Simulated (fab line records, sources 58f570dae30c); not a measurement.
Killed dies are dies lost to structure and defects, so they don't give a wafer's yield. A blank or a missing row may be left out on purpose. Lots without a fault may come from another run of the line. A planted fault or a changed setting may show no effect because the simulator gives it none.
Split-lot experiment | flow berkeley_cmos170 | 5 lots, 23 wafers read, on a route of 331 steps

THE SPLIT
At UCB170_M2_SPUTTER_01 (material Al, target thk 900 nm, time 120 s), the setting time_s was moved away from the recipe's 120 s on 9 of the 23 wafers read, by -11.1% to +8.2%. The other wafers ran this setting at the recipe's value.

FROM THE SPLIT TO THE READING: what the file shows between them, 2 steps
- UCB170_M2_RS_MEAS_02: measures by four-point-probe
- UCB170_M2_THK_MEAS_03: measures by xrf

THE READING
oes_product_au, in a.u., at UCB170_M2_METAL_ETCH_18 (etches Al in Cl2/BCl3, stops on SiO2, target depth 1170 nm, time 195 s). Fault-free wafers of this fab line usually give 0.857 a.u., standard deviation 0.01 a.u..

wafer  | tool, chamber at the split | time_s as run, s | against the recipe | oes_product_au, a.u. | against lot-mates on the recipe
L074.2 | pvd_sputter-02, -          | 120              | recipe             | 0.840                | -
L074.3 | pvd_sputter-02, -          | 120              | recipe             | 0.847                | -
L074.4 | pvd_sputter-02, -          | 120              | recipe             | 0.848                | -
L078.1 | pvd_sputter-03, -          | 120              | recipe             | 0.863                | -
L078.2 | pvd_sputter-03, -          | 108.7            | -9.4%              | 0.807                | -0.067
L078.3 | pvd_sputter-03, -          | 108.7            | -9.4%              | 0.832                | -0.042
L078.5 | pvd_sputter-03, -          | 120              | recipe             | 0.888                | -
L078.6 | pvd_sputter-03, -          | 120              | recipe             | 0.871                | -
L077.1 | pvd_sputter-03, -          | 120              | recipe             | 0.860                | -
L077.2 | pvd_sputter-03, -          | 129.8            | +8.2%              | 0.900                | +0.048
L077.3 | pvd_sputter-03, -          | 129.8            | +8.2%              | 0.894                | +0.042
L077.4 | pvd_sputter-03, -          | 120              | recipe             | 0.843                | -
L077.6 | pvd_sputter-03, -          | 120              | recipe             | 0.853                | -
L079.1 | pvd_sputter-04, -          | 125.2            | +4.3%              | 0.897                | +0.034
L079.2 | pvd_sputter-04, -          | 120              | recipe             | 0.861                | -
L079.4 | pvd_sputter-04, -          | 120              | recipe             | 0.864                | -
L079.5 | pvd_sputter-04, -          | 125.2            | +4.3%              | 0.894                | +0.031
L079.6 | pvd_sputter-04, -          | 125.2            | +4.3%              | 0.877                | +0.014
L083.1 | pvd_sputter-02, -          | 120              | recipe             | 0.890                | -
L083.2 | pvd_sputter-02, -          | 106.7            | -11.1%             | 0.813                | -0.073
L083.3 | pvd_sputter-02, -          | 120              | recipe             | 0.882                | -
L083.4 | pvd_sputter-02, -          | 120              | recipe             | 0.885                | -
L083.5 | pvd_sputter-02, -          | 106.7            | -11.1%             | 0.845                | -0.041

THE FIT
A straight line over all 23 wafers: oes_product_au changes by +0.00408 a.u. for each +1% of time_s; r = +0.81; the points scatter about the line by 0.016 a.u..
The same after taking each lot's own level away (the mean of its wafers on the recipe; 23 wafers): +0.0055 a.u. for each +1%; r = +0.96; scatter 0.009 a.u..
On that fit, the largest move of time_s shifts the reading by 0.061 a.u..
The lots' own levels span 0.8450 to 0.8857 a.u., that is 4.1 times the standard deviation above.
So the lot-to-lot level changes the slope: the two fits differ.
Check: with one of the wafers moved furthest among these (-11.1%) left out of the fit, the line predicts -0.0569 a.u. for it against its lot-mates. It came out at -0.0727 a.u. against them.

OTHER SPLITS ON THESE WAFERS
These wafers also went through other splits before the reading. Each is held against what the fit with the lots' levels taken away leaves over:
other split on the same wafers   | wafers away from the commonest value | r with oes_product_au (lot level and that fit taken away)
UCB170_NSD_PEB_04 peb_temp_c     | 6                                    | -0.20
UCB170_BACKSIDE_COAT_01 spin_rpm | 4                                    | -0.13
UCB170_SDANNEAL_RTA_01 time_s    | 6                                    | +0.18
UCB170_CONTACT_CVD_01 temp_c     | 15                                   | +0.10
UCB170_M1_SPUTTER_00 power_w     | 4                                    | +0.09
UCB170_M1_METAL_ETCH_12 time_s   | 8                                    | -0.06

THE WHOLE CHAIN: every reading that the file lists as answering this split, in the file's order
step                    | what it does                                                           | reading                                                                     | change (the file's fit)                   | r (the file's)
UCB170_M2_SPUTTER_01    | material Al, target thk 900 nm, time 120 s                             | Al_of_M2_SPUTTER_01.thk_nm (the simulator's own value, which no gauge read) | +8.73 nm for each +1% of the setting      | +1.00
UCB170_M2_RS_MEAS_02    | measures by four-point-probe                                           | M2_AL_RS                                                                    | -0.000336 for each +1% of the setting     | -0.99
UCB170_M2_THK_MEAS_03   | measures by xrf                                                        | M2_AL_THK                                                                   | +8.61 for each +1% of the setting         | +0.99
UCB170_M2_METAL_ETCH_18 | etches Al in Cl2/BCl3, stops on SiO2, target depth 1170 nm, time 195 s | oes_product_au                                                              | +0.00547 a.u. for each +1% of the setting | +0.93

THE FILE'S OWN FIT
oes_product_au changes by +0.00547 a.u. for each +1% of time_s, r = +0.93.
